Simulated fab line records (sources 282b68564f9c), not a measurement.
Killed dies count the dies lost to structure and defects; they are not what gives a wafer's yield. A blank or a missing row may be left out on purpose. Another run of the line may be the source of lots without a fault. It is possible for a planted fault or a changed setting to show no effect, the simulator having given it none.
Commonality check across tools :: flow rit cmos :: 14 lots and 42 wafers in the sample

## THE REASON FOR OPENING IT
Of 14 lots, 2 have the reading NWELL_RS flagged at RIT_WELLDRIVE_RS_MEAS_01. No-fault wafers: 276.0 ohm/sq, standard deviation 0.78.
Rule: a lot is flagged when every wafer of it that has a number lies more than 4 standard deviations from that mean, or none has a number. As for the other lots, they are considered sound.

lot: L386
measured: day 2 07:11
on: film metro-04
NWELL_RS (ohm/sq), wafer by wafer: 275.5 276.5 276.2
flag: 

lot: L387
measured: day 2 15:01
on: film metro-04
NWELL_RS (ohm/sq), wafer by wafer: 276.6 275.6 276.2
flag: 

lot: L388
measured: day 2 22:02
on: film metro-04
NWELL_RS (ohm/sq), wafer by wafer: 276.8 275.8 275.4
flag: 

lot: L389
measured: day 3 00:50
on: film metro-02
NWELL_RS (ohm/sq), wafer by wafer: 276.6 276.0 277.4
flag: 

lot: L390
measured: day 3 08:36
on: film metro-02
NWELL_RS (ohm/sq), wafer by wafer: 276.2 275.6 276.5
flag: 

lot: L393
measured: day 3 21:37
on: film metro-02
NWELL_RS (ohm/sq), wafer by wafer: 253.3 252.7 253.6
flag: FLAGGED

lot: L394
measured: day 4 01:46
on: film metro-02
NWELL_RS (ohm/sq), wafer by wafer: 275.8 275.4 275.7
flag: 

lot: L395
measured: day 4 06:47
on: film metro-04
NWELL_RS (ohm/sq), wafer by wafer: 253.1 253.8 254.3
flag: FLAGGED

lot: L399
measured: day 5 01:11
on: film metro-02
NWELL_RS (ohm/sq), wafer by wafer: 276.3 276.5 276.0
flag: 

lot: L401
measured: day 5 11:29
on: film metro-04
NWELL_RS (ohm/sq), wafer by wafer: 274.4 274.3 275.0
flag: 

lot: L403
measured: day 5 23:03
on: film metro-04
NWELL_RS (ohm/sq), wafer by wafer: 276.2 276.6 276.0
flag: 

lot: L407
measured: day 6 16:23
on: film metro-04
NWELL_RS (ohm/sq), wafer by wafer: 274.4 273.0 274.7
flag: 

lot: L408
measured: day 6 21:32
on: film metro-02
NWELL_RS (ohm/sq), wafer by wafer: 275.8 275.7 276.0
flag: 

lot: L409
measured: day 7 02:36
on: film metro-02
NWELL_RS (ohm/sq), wafer by wafer: 275.5 275.5 275.5
flag: 
The numbers of the flagged lots are 253.5 ohm/sq on average: -22.5 ohm/sq against the usual, or -29 standard deviations.

## LOT BY LOT: THE TOOL USED
The record keeps 1 process step preceding the reading, out of 202 steps on the route. Read each cell as the tool, then ch plus the chambers that the sampled wafers visited, then the start.
lot: L386
flag: 
RIT_WELLDRIVE_ANNEAL_00: furnace-01 ch 0, day 2 02:06

lot: L387
flag: 
RIT_WELLDRIVE_ANNEAL_00: furnace-04 ch 0, day 2 09:56

lot: L388
flag: 
RIT_WELLDRIVE_ANNEAL_00: furnace-04 ch 0, day 2 16:58

lot: L389
flag: 
RIT_WELLDRIVE_ANNEAL_00: furnace-01 ch 0, day 2 19:44

lot: L390
flag: 
RIT_WELLDRIVE_ANNEAL_00: furnace-03 ch 0, day 3 03:31

lot: L393
flag: FLAGGED
RIT_WELLDRIVE_ANNEAL_00: furnace-04 ch 0, day 3 16:30

lot: L394
flag: 
RIT_WELLDRIVE_ANNEAL_00: furnace-03 ch 0, day 3 20:39

lot: L395
flag: FLAGGED
RIT_WELLDRIVE_ANNEAL_00: furnace-04 ch 0, day 4 01:41

lot: L399
flag: 
RIT_WELLDRIVE_ANNEAL_00: furnace-03 ch 0, day 4 20:04

lot: L401
flag: 
RIT_WELLDRIVE_ANNEAL_00: furnace-03 ch 0, day 5 06:23

lot: L403
flag: 
RIT_WELLDRIVE_ANNEAL_00: furnace-01 ch 0, day 5 17:55

lot: L407
flag: 
RIT_WELLDRIVE_ANNEAL_00: furnace-03 ch 0, day 6 11:18

lot: L408
flag: 
RIT_WELLDRIVE_ANNEAL_00: furnace-01 ch 0, day 6 16:25

lot: L409
flag: 
RIT_WELLDRIVE_ANNEAL_00: furnace-01 ch 0, day 6 21:29
What these steps do:
- RIT_WELLDRIVE_ANNEAL_00: time 14700 s.
- RIT_WELLDRIVE_RS_MEAS_01: measures by four-point-probe.

## FLAGGED OVER TOTAL, TOOL BY TOOL (the gauges that took the reading come last)
step: RIT_WELLDRIVE_ANNEAL_00
tool: furnace-01
lots run: 5
flagged: 0
share of the flagged lots: none
sound lots run after its first flagged lot: -

step: RIT_WELLDRIVE_ANNEAL_00
tool: furnace-03
lots run: 5
flagged: 0
share of the flagged lots: none
sound lots run after its first flagged lot: -

step: RIT_WELLDRIVE_ANNEAL_00
tool: furnace-04
lots run: 4
flagged: 2
share of the flagged lots: all
sound lots run after its first flagged lot: 0

step: RIT_WELLDRIVE_RS_MEAS_01
tool: film metro-02
lots run: 7
flagged: 1
share of the flagged lots: some
sound lots run after its first flagged lot: 4 (L394,L399,L408,L409)

step: RIT_WELLDRIVE_RS_MEAS_01
tool: film metro-04
lots run: 7
flagged: 1
share of the flagged lots: some
sound lots run after its first flagged lot: 3 (L401,L403,L407)

## WHAT IS ALLOWED BY THE TABLE
In the table, 1 row covers all flagged lots: furnace-04 at RIT_WELLDRIVE_ANNEAL_00.
- furnace-04 at RIT_WELLDRIVE_ANNEAL_00: 2 of its 4 lots flagged. It ran its last sound lot, L388, at day 2 16:58 and its first flagged lot, L393, at day 3 16:30: a fault with its onset between the two fits. Its own readings lie more than 4 standard deviations out on every wafer of the flagged lots: spike tc centre C, spike tc load C, spike tc source C, tube center temp C, tube_center_temp_C_max.
Left over: one tool, furnace-04 at RIT_WELLDRIVE_ANNEAL_00.

## WHAT HAD BEEN PUT IN BY THE SIMULATOR
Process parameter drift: furnace-04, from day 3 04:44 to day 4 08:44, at RIT_WELLDRIVE_ANNEAL_00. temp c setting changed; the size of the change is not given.
Shown lots that were struck: L393, L395. The rule above found the same.
